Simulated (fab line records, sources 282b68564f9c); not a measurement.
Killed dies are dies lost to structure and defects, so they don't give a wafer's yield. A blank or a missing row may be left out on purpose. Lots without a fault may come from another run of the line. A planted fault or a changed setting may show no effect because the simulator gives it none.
fab line records | flow rit_cmos
record lots=5 wafers=23
route steps=202 shown ACTIVE@7 NWELL@30 PWELL@47 WELLDRIVE@50 GATE@91 REOX@101 PLDD@119 SPACER@125
start_h: hours from the record's first day to the start of the lot's first wafer shown | wait_h: hours since the lot's step before | " the same as in the row above | L1.1+2: a row that stands for several wafers | - no value, or no start given | * or withheld: withheld | < > ~ a bound
route shown NAME@n: a module of which the file shows steps, and the number in the route of the first | usual: mean/standard deviation of fault-free wafers | same: alike in all rows | chamber/n: place in a boat | sites: the reading at each site | _std_site: their standard deviation | _edge_site: outer sites' mean less inner sites' | radius_mm: how far each site lies from the wafer's centre | mask NAME#n: copy n | behind: the tool/chamber that last shaped the wafer | hold: why the lot was held/for how many hours/how that ended | device: the transistor (n, p or np) that didn't switch | end of line: the same wafers' tests at the end of the route | a step without rows: its recipe alone | killed: dies lost to structure and defects at the first sort, not the wafer's yield | map: a wafer's dies, x killed, . not, _ none there
set.NAME: the setting as run; set.NAME@STEP: as run at that earlier step | model.NAME: the simulator's own value behind a step, which no gauge read
lots whose settings were changed on purpose; a table a step, a row a wafer
## steps
# step RIT_ACTIVE_COAT_06
# recipe resist=NOVOLAK spin_rpm=3250 resist_thk_nm=1000
# columns lot.wafer tool chamber start_h wait_h set.spin_rpm model.NOVOLAK_of_ACTIVE_COAT_06.thk_nm
L075.1+2+6 litho_track-01 0 19.96 0.1 3250 1002
L075.4 " 0 " " 3250 1001
L075.5 " 0 " " 3250 1005
L076.1 litho_track-03 0 25.30 0.1 3250 1000
L076.2 " 0 " " 3043 1034
L076.3 " 0 " " 3043 1033
L076.4 " 0 " " 3043 1036
L076.6 " 0 " " 3250 1002
L078.3+4 litho_track-03 0 34.96 0.1 3250 1002
L078.5 " 0 " " 3250 1001
L079.1 litho_track-04 0 38.74 0.1 3250 1005
L079.2+5 " 0 " " 3103 1024
L079.3 " 0 " " 3250 1004
L079.4 " 0 " " 3103 1030
L080.1 litho_track-03 0 45.13 0.1 3021 1038
L080.2 " 0 " " 3021 1045
L080.3 " 0 " " 3250 1003
L080.4 " 0 " " 3021 1043
L080.5 " 0 " " 3250 1006
# step RIT_ACTIVE_EXPOSE_08
# recipe mask_id=M1 na=0.6 source_shape=conventional sigma_outer=0.6 target_cd_nm=1400 dose_mj=225
# columns lot.wafer tool chamber start_h wait_h mask set.dose_mj
L075.1+5 iline_stepper-01 0 20.39 0.2 M1#0 225
L075.2+4+6 " 0 " " M1#0 214.6
L076.1+2+6 iline_stepper-01 0 25.60 0.1 M1#0 215.9
L076.3+4 " 0 " " M1#0 225
L078.3+4+5 iline_stepper-02 0 35.38 0.2 M1#0 225
L079.1+2+3+4+5 iline_stepper-01 0 39.16 0.2 M1#0 225
L080.1+2+3+4+5 iline_stepper-02 0 45.56 0.2 M1#0 225
# step RIT_ACTIVE_PEB_09
# recipe resist=NOVOLAK temp_c=withheld time_s=withheld
# step RIT_ACTIVE_DEVELOP_10
# recipe resist=NOVOLAK develop_time_s=50 dev_temp_c=23
# step RIT_ACTIVE_CD_MEAS_11
# recipe target_cd_nm=1400
# usual cd_nm=1400.1/1.9
# columns lot.wafer tool chamber start_h wait_h set.dose_mj@ACTIVE_EXPOSE_08 cd_nm
L075.1 cd_sem-01 - 20.79 - 225 1399.4
L075.2 " - " " 214.6 1414.3
L075.4 " - " " 214.6 1413.1
L075.5 " - " " 225 1403.2
L075.6 " - " " 214.6 1413.9
L076.1 cd_sem-01 - 26.00 - 215.9 1413.5
L076.2 " - " " 215.9 1419.3
L076.3 " - " " 225 1403.6
L076.4 " - " " 225 1405.2
L076.6 " - " " 215.9 1415.3
L078.3 cd_sem-02 - 35.78 - 225 1397.1
L078.4 " - " " 225 1398.2
L078.5 " - " " 225 1398.4
L079.1 cd_sem-02 - 39.56 - 225 1399.7
L079.2 " - " " 225 1403.0
L079.3 " - " " 225 1402.1
L079.4 " - " " 225 1403.8
L079.5 " - " " 225 1403.9
L080.1 cd_sem-01 - 45.96 - 225 1404.7
L080.2 " - " " 225 1404.5
L080.3 " - " " 225 1400.3
L080.4 " - " " 225 1405.5
L080.5 " - " " 225 1399.9
# step RIT_ACTIVE_HARDBAKE_12
# recipe resist=NOVOLAK temp_c=140 time_s=60
# columns lot.wafer tool chamber start_h wait_h set.spin_rpm@ACTIVE_COAT_06 model.NOVOLAK_of_ACTIVE_COAT_06.thk_nm
L075.1 litho_track-01 0 20.91 0.1 3250 885.8
L075.2 " 0 " " 3250 885.3
L075.4 " 0 " " 3250 884.3
L075.5 " 0 " " 3250 887.8
L075.6 " 0 " " 3250 885.6
L076.1 litho_track-03 0 26.20 0.2 3250 883.9
L076.2 " 0 " " 3043 913.5
L076.3 " 0 " " 3043 912.5
L076.4 " 0 " " 3043 915.5
L076.6 " 0 " " 3250 885.4
L078.3 litho_track-01 0 35.91 0.1 3250 885.6
L078.4 " 0 " " 3250 885.7
L078.5 " 0 " " 3250 884.6
L079.1 litho_track-03 0 39.83 0.2 3250 888.3
L079.2 " 0 " " 3103 904.9
L079.3 " 0 " " 3250 887.3
L079.4 " 0 " " 3103 909.9
L079.5 " 0 " " 3103 905
L080.1 litho_track-03 0 46.08 0.1 3021 916.9
L080.2 " 0 " " 3021 923
L080.3 " 0 " " 3250 886.3
L080.4 " 0 " " 3021 921.2
L080.5 " 0 " " 3250 888.6
# step RIT_ACTIVE_ETCH_13
# recipe stop_on=SiO2 chemistry=SF6 target=Si3N4 time_s=210 over_etch_frac=0.4 SF6_flow_sccm=200 pressure_mtorr=260 rf_w=125 target_depth_a=2100
# columns lot.wafer tool chamber start_h wait_h set.dose_mj@ACTIVE_EXPOSE_08 model.ACTIVE.cd_nm
L075.1 rie_diel-03 2 21.06 0.1 225 1399
L075.2+6 " 3 " " 214.6 1414
L075.4 " 0 " " 214.6 1413
L075.5 " 2 " " 225 1403
L076.1 rie_diel-02 3 26.35 0.1 215.9 1413
L076.2 " 0 " " 215.9 1419
L076.3 " 1 " " 225 1404
L076.4 " 3 " " 225 1405
L076.6 " 0 " " 215.9 1415
L078.3 rie_diel-02 1 36.01 0.1 225 1397
L078.4 " 1 " " 225 1398
L078.5 " 3 " " 225 1399
L079.1 rie_diel-04 2 39.98 0.1 225 1400
L079.2 " 1 " " 225 1403
L079.3 " 3 " " 225 1402
L079.4+5 " 0,2 " " 225 1404
L080.1 rie_diel-04 2 46.23 0.1 225 1404
L080.2+4 " 0,3 " " 225 1405
L080.3 " 1 " " 225 -
L080.5 " 1 " " 225 1400
# step RIT_ACTIVE_STRIP_14
# recipe chemistry=O2 time_s=180 resist=NOVOLAK platen_temp_c=withheld power_w=500 pressure_mtorr=4000 o2_flow_sccm=4000
# step RIT_ACTIVE_CD_MEAS_90
# recipe target_cd_nm=1400
# usual cd_nm=1400.1/1.9
# columns lot.wafer tool chamber start_h wait_h set.dose_mj@ACTIVE_EXPOSE_08 cd_nm
L075.1 cd_sem-01 - 21.37 0.1 225 1399.5
L075.2 " - " " 214.6 1413.9
L075.4 " - " " 214.6 1413.3
L075.5 " - " " 225 1402.9
L075.6 " - " " 214.6 1414.5
L076.1 cd_sem-01 - 26.66 0.1 215.9 1413.0
L076.2 " - " " 215.9 1419.0
L076.3 " - " " 225 1403.7
L076.4 " - " " 225 1404.8
L076.6 " - " " 215.9 1415.4
L078.3 cd_sem-01 - 36.35 0.1 225 1396.7
L078.4 " - " " 225 1398.0
L078.5 " - " " 225 1398.5
L079.1 cd_sem-01 - 40.28 0.1 225 1400.0
L079.2 " - " " 225 1403.1
L079.3 " - " " 225 1402.4
L079.4 " - " " 225 1403.5
L079.5 " - " " 225 1404.0
L080.1 cd_sem-01 - 46.54 0.1 225 1404.3
L080.2 " - " " 225 1404.7
L080.3 " - " " 225 1399.7
L080.4 " - " " 225 1405.3
L080.5 " - " " 225 1400.0
# step RIT_NWELL_SOFTBAKE_02
# recipe resist=NOVOLAK temp_c=90 time_s=60
# columns lot.wafer tool chamber start_h wait_h set.temp_c
L075.1+2+6 litho_track-04 0 30.30 0.1 90
L075.4+5 " 0 " " 87.19
L076.1+2+3+4+6 litho_track-02 0 34.57 0.1 90
L078.3+4+5 litho_track-02 0 42.58 0.1 90
L079.1+2+4 litho_track-02 0 46.45 0.1 90
L079.3+5 " 0 " " 93.52
L080.1+3+4 litho_track-04 0 52.17 0.1 90
L080.2+5 " 0 " " 93.58
# step RIT_NWELL_EXPOSE_03
# recipe mask_id=M2 na=0.57 target_cd_nm=43900 dose_mj=250
# step RIT_NWELL_PEB_04
# recipe resist=NOVOLAK temp_c=withheld time_s=withheld
# step RIT_NWELL_DEVELOP_05
# recipe resist=NOVOLAK develop_time_s=68 dev_temp_c=23
# columns lot.wafer tool chamber start_h wait_h set.temp_c@NWELL_SOFTBAKE_02 model.NOVOLAK_of_NWELL_COAT_01.thk_nm
L075.1+2 litho_track-02 0 - - 90 1297
L075.4 " 0 " " 87.19 1307
L075.5 " 0 " " 87.19 1302
L075.6 " 0 " " 90 1296
L076.1+2 litho_track-02 0 - - 90 1307
L076.3 " 0 " " 90 1308
L076.4 " 0 " " 90 1309
L076.6 " 0 " " 90 1305
L078.3+5 litho_track-01 0 - - 90 1302
L078.4 " 0 " " 90 1301
L079.1 litho_track-01 0 - - 90 1304
L079.2+4 " 0 " " 90 1307
L079.3+5 " 0 " " 93.52 1297
L080.1 litho_track-04 0 - - 90 1300
L080.2 " 0 " " 93.58 1285
L080.3 " 0 " " 90 1298
L080.4 " 0 " " 90 1302
L080.5 " 0 " " 93.58 1289
# step RIT_NWELL_IMPLANT_08
# recipe species=P energy_kev=170 dose_cm2=5e+13 tilt_deg=7
# columns lot.wafer tool chamber start_h wait_h set.dose_cm2
L075.1+2+4+5+6 implanter-04 0 31.29 0.2 5e+13
L076.1+3 implanter-04 0 35.56 0.2 5.246e+13
L076.2+4+6 " 0 " " 5e+13
L078.3+4+5 implanter-02 0 43.45 0.2 5e+13
L079.1+2+3 implanter-03 0 47.31 0.2 5e+13
L079.4+5 " 0 " " 5.11e+13
L080.1+2 implanter-02 0 53.22 0.2 5e+13
L080.3+4+5 " 0 " " 4.883e+13
# step RIT_PWELL_IMPLANT_08
# recipe species=B energy_kev=170 dose_cm2=7e+13 tilt_deg=7
# columns lot.wafer tool chamber start_h wait_h set.dose_cm2
L075.1+4+5 implanter-04 0 32.90 0.2 7.236e+13
L075.2+6 " 0 " " 7e+13
L076.1+4+6 implanter-01 0 37.24 0.2 6.77e+13
L076.2+3 " 0 " " 7e+13
L078.3+4+5 implanter-02 0 45.11 0.2 7e+13
L079.1+2+3+4+5 implanter-02 0 48.98 0.2 7e+13
L080.1+3 implanter-02 0 54.96 0.2 7e+13
L080.2+4+5 " 0 " " 7.372e+13
# step RIT_PWELL_STRIP_09
# recipe chemistry=O2 time_s=180 resist=NOVOLAK platen_temp_c=withheld power_w=500 pressure_mtorr=4000 o2_flow_sccm=4000
# step RIT_PWELL_TW_MEAS_10
# usual PWELL_TW=959/6
# columns lot.wafer tool chamber start_h wait_h set.dose_cm2@PWELL_IMPLANT_08 PWELL_TW
L075.1 film_metro-03 - 33.23 0.1 7.236e+13 969
L075.2 " - " " 7e+13 960
L075.4 " - " " 7.236e+13 970
L075.5 " - " " 7.236e+13 967
L075.6 " - " " 7e+13 959
L076.1 film_metro-02 - 37.57 0.1 6.77e+13 958
L076.2 " - " " 7e+13 967
L076.3 " - " " 7e+13 968
L076.4 " - " " 6.77e+13 961
L076.6 " - " " 6.77e+13 963
L078.3 film_metro-02 - 45.41 0.1 7e+13 968
L078.4 " - " " 7e+13 969
L078.5 " - " " 7e+13 966
L079.1 film_metro-03 - 49.30 0.1 7e+13 957
L079.2 " - " " 7e+13 960
L079.3 " - " " 7e+13 958
L079.4 " - " " 7e+13 958
L079.5 " - " " 7e+13 957
L080.1 film_metro-01 - 55.28 0.1 7e+13 957
L080.2 " - " " 7.372e+13 972
L080.3 " - " " 7e+13 959
L080.4 " - " " 7.372e+13 973
L080.5 " - " " 7.372e+13 978
# step RIT_WELLDRIVE_ANNEAL_00
# recipe temp_c=1100 time_s=14700 ambient=N2
# step RIT_WELLDRIVE_RS_MEAS_01
# recipe thk_meas_gauge=four-point-probe
# usual NWELL_RS=275.6/0.64
# columns lot.wafer tool chamber start_h wait_h set.dose_cm2@NWELL_IMPLANT_08 NWELL_RS[ohm/sq]
L075.1 film_metro-02 - 38.42 0.0 5e+13 276.0
L075.2 " - " " 5e+13 275.6
L075.4 " - " " 5e+13 275.7
L075.5 " - " " 5e+13 276.4
L075.6 " - " " 5e+13 275.6
L076.1 film_metro-02 - 44.29 0.0 5.246e+13 266.8
L076.2 " - " " 5e+13 274.4
L076.3 " - " " 5.246e+13 266.9
L076.4 " - " " 5e+13 274.2
L076.6 " - " " 5e+13 274.3
L078.3 film_metro-01 - 51.96 0.0 5e+13 275.6
L078.4 " - " " 5e+13 275.9
L078.5 " - " " 5e+13 275.1
L079.1 film_metro-01 - 56.21 0.0 5e+13 275.7
L079.2 " - " " 5e+13 276.5
L079.3 " - " " 5e+13 276.7
L079.4 " - " " 5.11e+13 272.4
L079.5 " - " " 5.11e+13 272.3
L080.1 film_metro-01 - 60.42 0.0 5e+13 274.8
L080.2 " - " " 5e+13 275.0
L080.3 " - " " 4.883e+13 279.5
L080.4 " - " " 4.883e+13 279.6
L080.5 " - " " 4.883e+13 279.4
# step RIT_WELLDRIVE_RS_MEAS_02
# recipe thk_meas_gauge=four-point-probe
# usual PWELL_RS=429.5/1.3
# columns lot.wafer tool chamber start_h wait_h set.dose_cm2@PWELL_IMPLANT_08 PWELL_RS[ohm/sq]
L075.1 film_metro-02 - 38.54 0.1 7.236e+13 420.2
L075.2 " - " " 7e+13 430.8
L075.4 " - " " 7.236e+13 421.5
L075.5 " - " " 7.236e+13 420.3
L075.6 " - " " 7e+13 431.3
L076.1 film_metro-02 - 44.41 0.1 6.77e+13 439.7
L076.2 " - " " 7e+13 429.0
L076.3 " - " " 7e+13 430.8
L076.4 " - " " 6.77e+13 437.9
L076.6 " - " " 6.77e+13 438.2
L078.3 film_metro-01 - 52.08 0.1 7e+13 429.9
L078.4 " - " " 7e+13 429.8
L078.5 " - " " 7e+13 432.3
L079.1 film_metro-01 - 56.33 0.1 7e+13 428.4
L079.2 " - " " 7e+13 429.4
L079.3 " - " " 7e+13 429.4
L079.4 " - " " 7e+13 427.9
L079.5 " - " " 7e+13 427.7
L080.1 film_metro-01 - 60.54 0.1 7e+13 428.9
L080.2 " - " " 7.372e+13 416.4
L080.3 " - " " 7e+13 430.2
L080.4 " - " " 7.372e+13 416.3
L080.5 " - " " 7.372e+13 417.9
# step RIT_GATE_DEVELOP_15
# recipe resist=NOVOLAK develop_time_s=50 dev_temp_c=23
# columns lot.wafer tool chamber start_h wait_h set.develop_time_s
L075.1+2+4 litho_track-04 0 - - 56.61
L075.5+6 " 0 " " 50
L076.1+2+3+4+6 litho_track-01 0 - - 50
L078.3+4+5 litho_track-01 0 - - 50
L079.1+3 litho_track-04 0 - - 46.79
L079.2+4+5 " 0 " " 50
L080.1+2+4 litho_track-01 0 - - 50
L080.3+5 " 0 " " 53.53
# step RIT_GATE_HARDBAKE_18
# recipe resist=NOVOLAK temp_c=140 time_s=60
# step RIT_GATE_ETCH_19
# recipe chemistry=SF6/CHF3/O2 time_s=165 SF6_flow_sccm=30 CHF3_flow_sccm=30 O2_flow_sccm=5 target=poly-Si pressure_mtorr=40 rf_w=160 target_depth_a=3125 over_etch_frac=0.25 stop_on=SiO2
# columns lot.wafer tool chamber start_h wait_h set.develop_time_s@GATE_DEVELOP_15 model.GATE.cd_nm
L075.1+2+4 rie_si-02 3,2,0 48.17 0.1 56.61 -
L075.5 " 1 " " 50 148.7
L075.6 " 0 " " 50 146.4
L076.1 rie_si-01 2 55.35 0.1 50 152.5
L076.2 " 0 " " 50 150.1
L076.3 " 1 " " 50 155.4
L076.4 " 3 " " 50 151.2
L076.6 " 2 " " 50 152.3
L078.3 rie_si-01 2 61.22 0.1 50 152.4
L078.4 " 2 " " 50 151.2
L078.5 " 0 " " 50 151.5
L079.1 rie_si-02 2 66.72 0.1 46.79 158.9
L079.2 " 1 " " 50 146.6
L079.3 " 3 " " 46.79 158.2
L079.4 " 0 " " 50 148.1
L079.5 " 0 " " 50 144.8
L080.1 rie_si-01 0 71.68 0.1 50 146.9
L080.2 " 2 " " 50 145.7
L080.3 " 3 " " 53.53 134.4
L080.4 " 3 " " 50 146.5
L080.5 " 0 " " 53.53 132.2
# step RIT_REOX_OXIDATION_03
# recipe temp_c=900 ambient=O2 target_thk_a=252 ox_time_s=5580
# columns lot.wafer tool chamber start_h wait_h set.ox_time_s model.SiO2_of_REOX_OXIDATION_03.thk_nm
L075.1 - - - 0.9 5091 24.28
L075.2 " - " " 5091 23.5
L075.4 " - " " 5091 24.11
L075.5 " - " " 5091 24.21
L075.6 " - " " 5091 24.34
L076.1 - - - 0.7 4988 23.22
L076.2+4 " - " " 4988 23.61
L076.3 " - " " 4988 23.41
L076.6 " - " " 4988 23.24
L078.3 furnace-01 0 62.54 0.5 5580 25.16
L078.4 " 0 " " 5580 25.4
L078.5 " 0 " " 5580 25.05
L079.1 - - - 0.0 6062 27.76
L079.2 " - " " 6062 27.57
L079.3 " - " " 6062 27.81
L079.4 " - " " 6062 27.6
L079.5 " - " " 6062 27.44
L080.1 - - - 0.0 5129 23.13
L080.2 " - " " 5129 23.5
L080.3 " - " " 5129 23.03
L080.4 " - " " 5129 23.39
L080.5 " - " " 5129 23.4
# step RIT_REOX_THK_MEAS_04
# recipe reads=SiO2_of_REOX_OXIDATION_03
# usual REOX_OXIDE_THK=25.2/0.48
# columns lot.wafer tool chamber start_h wait_h set.ox_time_s@REOX_OXIDATION_03 REOX_OXIDE_THK[nm]
L075.1 film_metro-03 - - - 5091 24.3
L075.2 " - " " 5091 23.5
L075.4 " - " " 5091 24.2
L075.5 " - " " 5091 24.2
L075.6 " - " " 5091 24.3
L076.1 film_metro-03 - - - 4988 23.2
L076.2 " - " " 4988 23.6
L076.3 " - " " 4988 23.4
L076.4 " - " " 4988 23.6
L076.6 " - " " 4988 23.2
L078.3 film_metro-03 - 65.11 0.0 5580 25.1
L078.4 " - " " 5580 25.4
L078.5 " - " " 5580 25.0
L079.1 film_metro-03 - - - 6062 27.8
L079.2 " - " " 6062 27.6
L079.3 " - " " 6062 27.8
L079.4 " - " " 6062 27.6
L079.5 " - " " 6062 27.5
L080.1 film_metro-01 - - - 5129 23.1
L080.2 " - " " 5129 23.5
L080.3 " - " " 5129 23.0
L080.4 " - " " 5129 23.4
L080.5 " - " " 5129 23.4
# step RIT_PLDD_DEVELOP_05
# recipe resist=NOVOLAK develop_time_s=50 dev_temp_c=23
# columns lot.wafer tool chamber start_h wait_h set.dev_temp_c
L075.1+4 litho_track-02 0 - - 23
L075.2+5+6 " 0 " " 19.82
L076.1+2+3 litho_track-02 0 - - 21.82
L076.4+6 " 0 " " 23
L078.3+4+5 litho_track-02 0 - - 23
L079.1+2 litho_track-03 0 - - 24.75
L079.3+4+5 " 0 " " 23
L080.1+2+5 litho_track-01 0 - - 20.66
L080.3+4 " 0 " " 23
# step RIT_PLDD_HARDBAKE_07
# recipe resist=NOVOLAK temp_c=140 time_s=60
# step RIT_PLDD_STRIP_09
# recipe chemistry=O2 time_s=180 resist=NOVOLAK platen_temp_c=withheld power_w=500 pressure_mtorr=4000 o2_flow_sccm=4000
# step RIT_SPACER_CLEAN_00
# recipe chemistry=SC1 mix=3:3:50 time_s=600 temp_c=75
# columns lot.wafer tool chamber start_h wait_h set.ox_time_s@REOX_OXIDATION_03 model.SiO2_of_REOX_OXIDATION_03.thk_nm
L075.1 wet_bench-03 0 55.98 0.1 5091 22.39
L075.2 " 0 " " 5091 21.66
L075.4 " 0 " " 5091 22.21
L075.5 " 0 " " 5091 22.31
L075.6 " 0 " " 5091 22.44
L076.1 wet_bench-02 2 62.87 0.1 4988 21.39
L076.2 " 2 " " 4988 21.76
L076.3 " 2 " " 4988 21.57
L076.4 " 2 " " 4988 21.77
L076.6 " 2 " " 4988 21.41
L078.3 wet_bench-02 1 68.25 0.0 5580 23.27
L078.4 " 1 " " 5580 23.48
L078.5 " 1 " " 5580 23.16
L079.1 wet_bench-02 2 73.06 0.1 6062 25.63
L079.2 " 2 " " 6062 25.46
L079.3 " 2 " " 6062 25.67
L079.4 " 2 " " 6062 25.49
L079.5 " 2 " " 6062 25.35
L080.1 wet_bench-02 2 78.00 0.1 5129 21.33
L080.2 " 2 " " 5129 21.67
L080.3 " 2 " " 5129 21.23
L080.4+5 " 2 " " 5129 21.57
## key
split step=RIT_ACTIVE_COAT_06 setting=spin_rpm stated=3250 by=wafer
response step=RIT_ACTIVE_COAT_06 reading=model.NOVOLAK_of_ACTIVE_COAT_06.thk_nm change=-5.2 per=1% r=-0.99
response step=RIT_ACTIVE_HARDBAKE_12 reading=model.NOVOLAK_of_ACTIVE_COAT_06.thk_nm change=-4.55 per=1% r=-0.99
split step=RIT_ACTIVE_EXPOSE_08 setting=dose_mj stated=225 by=wafer
response step=RIT_ACTIVE_CD_MEAS_11 reading=cd_nm change=-2.78 per=1% r=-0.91
response step=RIT_ACTIVE_ETCH_13 reading=model.ACTIVE.cd_nm change=-2.77 per=1% r=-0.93
response step=RIT_ACTIVE_CD_MEAS_90 reading=cd_nm change=-2.79 per=1% r=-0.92
split step=RIT_NWELL_SOFTBAKE_02 setting=temp_c stated=90 by=wafer
response step=RIT_NWELL_DEVELOP_05 reading=model.NOVOLAK_of_NWELL_COAT_01.thk_nm change=-2.7 per=1% r=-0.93
split step=RIT_NWELL_IMPLANT_08 setting=dose_cm2 stated=5e+13 by=wafer
response step=RIT_WELLDRIVE_RS_MEAS_01 reading=NWELL_RS change=-1.62 per=1% r=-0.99
split step=RIT_PWELL_IMPLANT_08 setting=dose_cm2 stated=7e+13 by=wafer
response step=RIT_PWELL_TW_MEAS_10 reading=PWELL_TW change=+2.78 per=1% r=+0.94
response step=RIT_WELLDRIVE_RS_MEAS_02 reading=PWELL_RS change=-2.6 per=1% r=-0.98
split step=RIT_GATE_DEVELOP_15 setting=develop_time_s stated=50 by=wafer
response step=RIT_GATE_ETCH_19 reading=model.GATE.cd_nm change=-1.86 per=1% r=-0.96
split step=RIT_REOX_OXIDATION_03 setting=ox_time_s stated=5580 by=lot
response step=RIT_REOX_OXIDATION_03 reading=model.SiO2_of_REOX_OXIDATION_03.thk_nm change=+0.22 per=1% r=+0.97
response step=RIT_REOX_THK_MEAS_04 reading=REOX_OXIDE_THK change=+0.22 per=1% r=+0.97
response step=RIT_SPACER_CLEAN_00 reading=model.SiO2_of_REOX_OXIDATION_03.thk_nm change=+0.206 per=1% r=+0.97
split step=RIT_PLDD_DEVELOP_05 setting=dev_temp_c stated=23 by=wafer
response none clear
